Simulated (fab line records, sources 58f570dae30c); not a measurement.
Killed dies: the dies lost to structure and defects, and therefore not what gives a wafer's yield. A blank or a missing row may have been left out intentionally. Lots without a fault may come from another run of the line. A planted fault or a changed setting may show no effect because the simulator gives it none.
The same fault as seen by 2 desks + flow berkeley-cmos170 + what lay behind the numbers comes last; until then each desk has only its own

## AT THE METROLOGY DESK
Means of the sampled wafers that have a number, per lot and without regard to the tool the lot ran on: this is what the gauges read. The brackets show how far a lot's mean lies from the usual mean; more than 4 standard deviations puts the lot out of limits, marked OUT.
Columns: A = ACTIVE_OVL at UCB170_ACTIVE_OVL_MEAS_14, usual 2 nm; B = CONTACT_PSG_THK at UCB170_CONTACT_THK_MEAS_02, usual 700 nm; C = cd-nm at UCB170_M2_CD_MEAS_90, usual 701 nm
| lot  | first seen here | A   | B             | C   |
|------|-----------------|-----|---------------|-----|
| L102 | day 4 19:23     | 3   | 703           | 703 |
| L106 | day 5 11:04     | -1  | 707           | 700 |
| L107 | day 6 03:40     | -10 | 707           | 700 |
| L108 | day 6 13:29     | 2   | 703           | 701 |
| L109 | day 6 13:41     | 15  | 699           | 695 |
| L110 | day 6 20:08     | 3   | 696           | 703 |
| L111 | day 7 05:13     | 3   | 701           | 703 |
| L112 | day 7 05:26     | 12  | 694           | 705 |
| L113 | day 7 12:59     | 7   | 565 (-25) OUT | 709 |
| L114 | day 7 13:17     | 6   | 701           | 699 |
| L117 | day 8 02:40     | 4   | 705           | 700 |
| L120 | day 8 12:23     | 11  | 555 (-27) OUT | 704 |
| L119 | day 8 12:38     | 2   | 561 (-26) OUT | 708 |
| L123 | day 9 05:22     | -6  | 702           | 702 |
| L124 | day 9 15:44     | 3   | 698           | 700 |
This desk reports L113, L119, L120 out of limits; the earliest was L113 at day 10 18:16 (CONTACT_PSG_THK at UCB170_CONTACT_THK_MEAS_02). L102, L106, L107, L108, L109, L110, L111, L112, L114, L117, L123, L124: within limits.

## TOOL OWNER'S DESK, lpcvd-02
The tool's own readings at UCB170_CONTACT_CVD_01 (deposits PSG from SiH4/O2/PH3, target thk 700 nm, time 2820 s): means of the sampled wafers that have a number, for each lot that ran on this tool. The brackets show how far a lot's mean lies from the usual mean; more than 4 standard deviations puts the lot out of limits, marked OUT.
Columns: A = ph3-flow-sccm at UCB170_CONTACT_CVD_01, usual 25.01 sccm
| lot  | first seen here | A     |
|------|-----------------|-------|
| L102 | day 8 07:10     | 24.95 |
| L109 | day 9 21:59     | 25.06 |
| L110 | day 9 21:59     | 24.99 |
| L111 | day 10 06:38    | 24.98 |
| L112 | day 10 06:38    | 25.05 |
| L113 | day 10 16:29    | 25.07 |
| L119 | day 11 11:08    | 25.03 |
| L120 | day 11 11:08    | 24.95 |
This desk's finding: nothing out of limits on any of the 8 lots.

## BROUGHT TOGETHER
On L113, L119, L120, the metrology desk was in a position to raise an alarm at day 10 18:16.
Nothing out of limits was seen by the tool owner's desk.
The tool owner's desk has L113, L119, L120 on record, within its limits.
The lots listed all ran UCB170_CONTACT_CVD_01 on lpcvd-02.

## WHAT THE SIMULATOR HAD INSERTED
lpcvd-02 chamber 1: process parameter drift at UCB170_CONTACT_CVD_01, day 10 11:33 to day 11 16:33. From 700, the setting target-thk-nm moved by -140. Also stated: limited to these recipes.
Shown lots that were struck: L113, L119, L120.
Time in hours between the start of the fault and the first out-of-limits reading at each desk: metrology desk, 7.
